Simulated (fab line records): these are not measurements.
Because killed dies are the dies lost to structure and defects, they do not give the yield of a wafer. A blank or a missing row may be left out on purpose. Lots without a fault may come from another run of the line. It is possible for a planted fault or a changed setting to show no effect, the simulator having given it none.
Split-lot trial -- flow berkeley-cmos170 -- 5 lots, 23 wafers read, on a route of 331 steps

THE SPLIT ITSELF
At UCB170_ACTIVE_OXIDATION_02 (target thk 26.4 nm, ox time 1260 s), the setting temp-c was moved away from the recipe's 1000 C on 10 of the 23 wafers read, by -3.0% to +2.6%. This setting was run at the recipe's value on the other wafers.

No step appears in the file between the split and the reading.

THE READING
ACTIVE_OXIDE_THK in nanometres, read at UCB170_ACTIVE_THK_MEAS_03. A value of 26.8 nm with a standard deviation of 0.5 nm is what fault-free wafers of this fab line usually give.

wafer,"tool, chamber at the split","temp-c as run, C",against the recipe,"ACTIVE_OXIDE_THK, nm",against lot-mates on the recipe
L078.1,"furnace-02, 0",1000,recipe,26.8,-
L078.4,"furnace-02, 0",1000,recipe,27.2,-
L078.5,"furnace-02, 0",1000,recipe,27.0,-
L079.1,"-, -",1026,+2.6%,33.3,no lot-mate on the recipe
L079.2,"-, -",1026,+2.6%,33.9,no lot-mate on the recipe
L079.4,"-, -",1026,+2.6%,33.5,no lot-mate on the recipe
L079.5,"-, -",1026,+2.6%,33.6,no lot-mate on the recipe
L079.6,"-, -",1026,+2.6%,33.4,no lot-mate on the recipe
L080.1,"-, -",1000,recipe,26.4,-
L080.3,"-, -",1000,recipe,26.5,-
L080.4,"-, -",1000,recipe,25.8,-
L080.5,"-, -",1000,recipe,26.3,-
L080.6,"-, -",1000,recipe,25.8,-
L081.1,"-, -",1000,recipe,26.5,-
L081.2,"-, -",1000,recipe,26.6,-
L081.3,"-, -",1000,recipe,26.8,-
L081.5,"-, -",1000,recipe,26.5,-
L081.6,"-, -",1000,recipe,26.3,-
L084.1,"-, -",970.2,-3.0%,20.8,no lot-mate on the recipe
L084.2,"-, -",970.2,-3.0%,20.6,no lot-mate on the recipe
L084.3,"-, -",970.2,-3.0%,20.7,no lot-mate on the recipe
L084.5,"-, -",970.2,-3.0%,20.6,no lot-mate on the recipe
L084.6,"-, -",970.2,-3.0%,20.6,no lot-mate on the recipe

THE FIT
A straight line over all 23 wafers: ACTIVE_OXIDE_THK changes by +2.29 nm for each +1% of temp-c; r = +0.99; the points scatter about the line by 0.63 nm.
Too few moved wafers with a lot-mate on the recipe to fit a line net of each lot's own level.

THE WHOLE CHAIN: every reading that the file lists as answering this split, in the file's order
step,what it does,reading,change (the file's fit),r (the file's)
UCB170_ACTIVE_OXIDATION_02,"target thk 26.4 nm, ox time 1260 s","SiO2_of_ACTIVE_OXIDATION_02.thk-nm (the simulator's own value, which no gauge read)",+2.3 nm for each +1% of the setting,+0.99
UCB170_ACTIVE_THK_MEAS_03,,ACTIVE_OXIDE_THK,+2.3 for each +1% of the setting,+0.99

FILE'S OWN FIT
ACTIVE_OXIDE_THK changes by +2.3 nm for each +1% of temp-c, r = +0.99.
